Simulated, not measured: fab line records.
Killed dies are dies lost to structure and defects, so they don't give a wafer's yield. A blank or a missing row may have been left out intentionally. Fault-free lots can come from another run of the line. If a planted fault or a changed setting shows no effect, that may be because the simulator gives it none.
Comparing a struck lot with a sound one / flow berkeleyCmos170 / 19 steps out of a route of 331
Sound: these wafers, L653.1, L653.3, L653.4. The struck wafers were L663.1, L663.3, L663.4. Last of all comes the cause.
Order at every step that has rows: each side's tool, ch and its chambers, its first start. Under that, the readings that differ: sound wafers / struck wafers / difference of the means / sigmas: that difference in standard deviations of wafers without a fault.
alike: readings whose means differ by less than 2 such deviations, and words and numbers that are the same on both sides. not compared: withheld readings, readings that some wafer has no value for, bounds like >300 that may hide the same value, and numbers for which the record gives no deviation and whose values overlap.
Wherever a step has rows on one side only, a row that says differs or no value, or a row with sigmas, the two part there. When numbers do not overlap yet have no deviation, they are printed without sigmas and do not part them. A reading that every wafer of one side lacks parts them only if that side has two wafers or more.

first, 5 steps without rows for these wafers: UCB170_WELLDRIVE_ANNEAL_03 (time 900 s); UCB170_WELLDRIVE_WET_ETCH_04 (etches SiO2 in BOE, time 120 s); UCB170_ACTIVE_CLEAN_00 (cleans in SPM, time 600 s); UCB170_ACTIVE_CLEAN_01 (cleans in dHF, time 60 s); UCB170_ACTIVE_OXIDATION_02 (target thk 26.4 nm, ox time 1260 s).
UCB170_ACTIVE_THK_MEAS_03:
  sound on filmMetro-01 at day 6 03:30; struck on filmMetro-04 at day 7 17:57
  alike: ACTIVE_OXIDE_THK
then, 2 steps without rows for these wafers: UCB170_ACTIVE_ANNEAL_04 (time 900 s); UCB170_ACTIVE_CVD_05 (deposits Si3N4 from SiH2Cl2/NH3, target thk 220 nm, time 3300 s).
UCB170_ACTIVE_THK_MEAS_06:
  sound on filmMetro-03 at day 6 10:25; struck on filmMetro-03 at day 8 00:43
  alike: ACTIVE_NITRIDE_THK
then, 3 steps without rows for these wafers: UCB170_ACTIVE_HMDS_07 (prime time 60 s); UCB170_ACTIVE_COAT_08 (resist thk 900 nm); UCB170_ACTIVE_SOFTBAKE_09 (time 60 s).
UCB170_ACTIVE_EXPOSE_10: exposes mask ACTIVE, target cd 1200 nm.
  sound on krfScanner-02 ch 0, day 6 11:32; struck on krfScanner-01 ch 0, day 8 01:48
reading=model.ACTIVE.overlayXNm (nm); sound=5.592 5.592 5.592; struck=-165 -165 -165; difference=-171; sigmas=
  alike: mask
then, 2 steps without rows for these wafers: UCB170_ACTIVE_PEB_11; UCB170_ACTIVE_DEVELOP_12 (develop time 45 s).
UCB170_ACTIVE_CD_MEAS_13 targets a cd of 1200 nm.
  sound on cdSem-02 at day 6 12:14; struck on cdSem-02 at day 8 02:44
  alike: cdNm
UCB170_ACTIVE_OVL_MEAS_14:
  sound on overlay-01 at day 6 12:22; struck on overlay-01 at day 8 02:51
reading=ACTIVE_OVL (nm); sound=2 6 7; struck=-162 -166 -163; difference=-169; sigmas=-31
UCB170_ACTIVE_ETCH_15: etches Si3N4 in CH3F/Ar/O2, stops on SiO2, target depth 242 nm, time 151 s.
  sound on rieDiel-02 ch 0,1,3, day 6 12:24; struck on rieDiel-04 ch 1,2,3, day 8 02:53
  alike: chamberPressureMTorr, drypumpMotorCurrentA, oesProductAu, throttleValvePct
  not compared: rfHoursCounterH
-- the record jumps here: 4 days lie between the struck wafers' starts before and after (it left off in module ACTIVE and takes up again in module M3, whose first step shown is number 331 of the route) --
UCB170_M3_PROBE_99:
  sound on prober-02 at day 10 13:12; struck on prober-02 at day 12 02:42
reading=model.etest.isoPplusPwell.bvV (V); sound=25.31 25.38 25.18; struck=21.42 22.61; difference=-3.27; sigmas=
  not compared: model.etest.isoNplusNwell.lateralLog10AUm

## WHERE THEY PART
Only at UCB170_ACTIVE_OVL_MEAS_14, within this record. Later steps at which nothing parts them and some readings are alike: UCB170_ACTIVE_ETCH_15.

WHY: what had been put in by the simulator
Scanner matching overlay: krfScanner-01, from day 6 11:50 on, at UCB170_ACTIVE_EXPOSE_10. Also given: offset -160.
